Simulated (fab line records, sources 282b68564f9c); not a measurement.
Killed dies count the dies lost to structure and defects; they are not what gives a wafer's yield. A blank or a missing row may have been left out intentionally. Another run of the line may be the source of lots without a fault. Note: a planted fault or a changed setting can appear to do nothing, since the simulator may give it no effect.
8D (eight disciplines) problem report, filled in by code :: flow ritCmos :: the parts of the form that need people (team, actions taken, sign-off) are left out

1. WHAT IS WRONG
Mean of killedAtContacts at RIT_M1_PROBE_99: 15.0 across 2 wafers in 2 lots; on wafers with no fault it is 0.1 (standard deviation 0.38). That puts it +39 standard deviations away from the usual mean.
First observed at day 6 20:01: wafer L393.6, on prober-01. The record holds 42 wafers of 14 lots with a number at this step. The rule behind "out" and "out of limits": a value lying over 4 standard deviations away from the usual mean. The rest of the wafers with a number are treated as sound.

2. WHAT IT IS, AND WHAT IT ISN'T
question: which readings at this step
is: killedAtContacts, killedOnRim
is not: killed_at_M0_to_M3, killedAtFrontEnd, killedOpen, killedShort

question: which lots
is: L393, L396
is not: L377, L379, L380, L383, L385, L387, L388, L390, L395, L397, L398, L400

question: which wafers of those lots
is: L393.6, L396.2
is not: L393.2, L393.3, L396.1, L396.5

question: read on which tools
is: prober-01, prober-02
is not: -

question: when
is: from day 6 20:01
is not: up to then (26 sound wafers); but 14 sound wafers of L395, L396, L397, L398, L400 came after

3. SUSPECTS, AND WHAT RULES EACH OUT
Counting: if a tool at a process step up to the reading ran every lot that is out, it stays a suspect. Sound lots after the first of them don't rule it out here, since some wafers of a struck lot are sound.
- pecvd-04 at RIT_CONTACT_CVD_00 (deposits SiO2 from TEOS, target thk 400 nm, time 61 s): kept. It processed each lot that is out (first: L393, day 6 12:17); up to then, its last sound lot is L390 (day 5 21:16).
- At RIT_CONTACT_CVD_00, inside pecvd-04: chamber 0 took the wafers that are out, while their sound lot-mates went through chambers 1, 2.
Remaining after the count: pecvd-04 at RIT_CONTACT_CVD_00.

4. THE CAUSE (what the simulator had put in)
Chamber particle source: pecvd-04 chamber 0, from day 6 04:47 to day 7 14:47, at RIT_CONTACT_CVD_00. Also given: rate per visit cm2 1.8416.
The count eliminated every tool but this one.

5. THE CHAIN OF EFFECTS, in route order
Each row: a reading where the mean over the struck wafers with a number is more than 3 standard deviations away from the usual. Only readings for which the record gives a usual standard deviation are gone through. hours: the time from each lot's start at the first step in this table that gives one to its start at this step, as a median over the lots. sigmas: the change in usual standard deviations.
hours: 0
step: RIT_M1_PROBE_99
reading: killedAtContacts
usual: 0.1
on struck wafers: 15.0
change: +14.9
sigmas: +39

hours: 0
step: RIT_M1_PROBE_99
reading: killedDies
usual: 7
on struck wafers: 20
change: +13
sigmas: +4.1

hours: 0
step: RIT_M1_PROBE_99
reading: killedOnRim
usual: 1.9
on struck wafers: 10.5
change: +8.6
sigmas: +5.7
The process steps in it:
- RIT_M1_PROBE_99

6. HOW IT WOULD HAVE BEEN CAUGHT EARLIER
In this record the first reading out of limits was taken at day 6 20:01, 15 hours after the fault began at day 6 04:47.
No tool reading at RIT_CONTACT_CVD_00 that has a usual standard deviation in the record was out on any struck wafer, so an alarm limit of 4 standard deviations on those readings would not have fired.
Lots out: 2; of these, L396 started RIT_CONTACT_CVD_00 on pecvd-04 after day 6 20:01. It would have been spared by a hold on the tool at that moment.
